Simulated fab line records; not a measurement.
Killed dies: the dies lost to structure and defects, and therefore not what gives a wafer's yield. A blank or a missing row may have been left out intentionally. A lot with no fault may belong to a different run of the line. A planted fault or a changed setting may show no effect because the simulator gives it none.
Which tool is to blame?	flow berkeley-cmos170	Sampling: 7 lots, 21 wafers, 3 of 331 route steps

WHAT THE GAUGES READ, wafer by wafer
UCB170_SILICIDE_RS_MEAS_02: uses a four-point probe to measure.
lot	measured	on	SILICIDE_TI_RS (ohm/sq)
L324	day 7 15:46	film-metro-03	26.42 25.95 26.04
L327	day 7 17:02	film-metro-04	26.15 25.91 26.28
L332	day 8 21:56	film-metro-04	26.08 26.33 26.32
L331	day 8 22:09	film-metro-03	26.40 26.22 26.44
L338	day 10 06:34	film-metro-03	39.98 25.89 25.70
L345	day 11 06:18	film-metro-02	26.10 25.80 25.64
L346	day 11 23:52	film-metro-02	26.29 25.99 26.28

EACH LOT AND THE TOOL THAT RAN IT (in order: tool; ch and the chambers of the sampled wafers; start)
lot	UCB170_NLDD_STRIP_10	UCB170_SILICIDE_SPUTTER_01
L324	plasma-asher-02 ch 0,1, day 7 04:05	pvd-sputter-03, day 7 15:43
L327	plasma-asher-01 ch 0,1, day 7 06:10	pvd-sputter-03, day 7 16:59
L332	plasma-asher-02 ch 0, day 8 11:42	pvd-sputter-02, day 8 21:46
L331	plasma-asher-02 ch 1, day 8 12:59	pvd-sputter-01, day 8 22:06
L338	plasma-asher-01 ch 0,1, day 9 19:55	pvd-sputter-01, day 10 06:32
L345	plasma-asher-03 ch 0,1, day 10 21:02	pvd-sputter-03, day 11 06:14
L346	plasma-asher-02 ch 1, day 11 15:02	pvd-sputter-03, day 11 23:50
- UCB170_NLDD_STRIP_10: strips in O2.
- UCB170_SILICIDE_SPUTTER_01: material Ti, target thk 30 nm, time 25 s.

THE ANSWER, worked out from the rows above alone
Rule: the lots themselves supply what counts as usual. The widest of any qualifying gaps counts: lots, ordered by their means at a reading, are off when they make up no more than a third of the lots, leave a main group of 4 or more, and stand apart from it by 3 or more times the standard deviation of that group's means. A main group is skipped when, at the precision printed for the reading in the tables above, its means are all equal. A lot without any number at a reading at which 4 lots or more have one is off too. Any other lot the step has rows for is counted as sound.
Off: L338, at UCB170_SILICIDE_RS_MEAS_02 (SILICIDE_TI_RS). The main group: mean 26.15 ohm/sq, standard deviation 0.16.
If a tool, at a process step before that reading, ran all the lots that are off and no sound lot after the first of them, it fits. The gauges at UCB170_SILICIDE_RS_MEAS_02 are tried like those tools. Can't be told from this: 3 tools fit, plasma-asher-01 at UCB170_NLDD_STRIP_10, pvd-sputter-01 at UCB170_SILICIDE_SPUTTER_01, film-metro-03 at UCB170_SILICIDE_RS_MEAS_02.

WHAT THE SIMULATOR HAD INSERTED
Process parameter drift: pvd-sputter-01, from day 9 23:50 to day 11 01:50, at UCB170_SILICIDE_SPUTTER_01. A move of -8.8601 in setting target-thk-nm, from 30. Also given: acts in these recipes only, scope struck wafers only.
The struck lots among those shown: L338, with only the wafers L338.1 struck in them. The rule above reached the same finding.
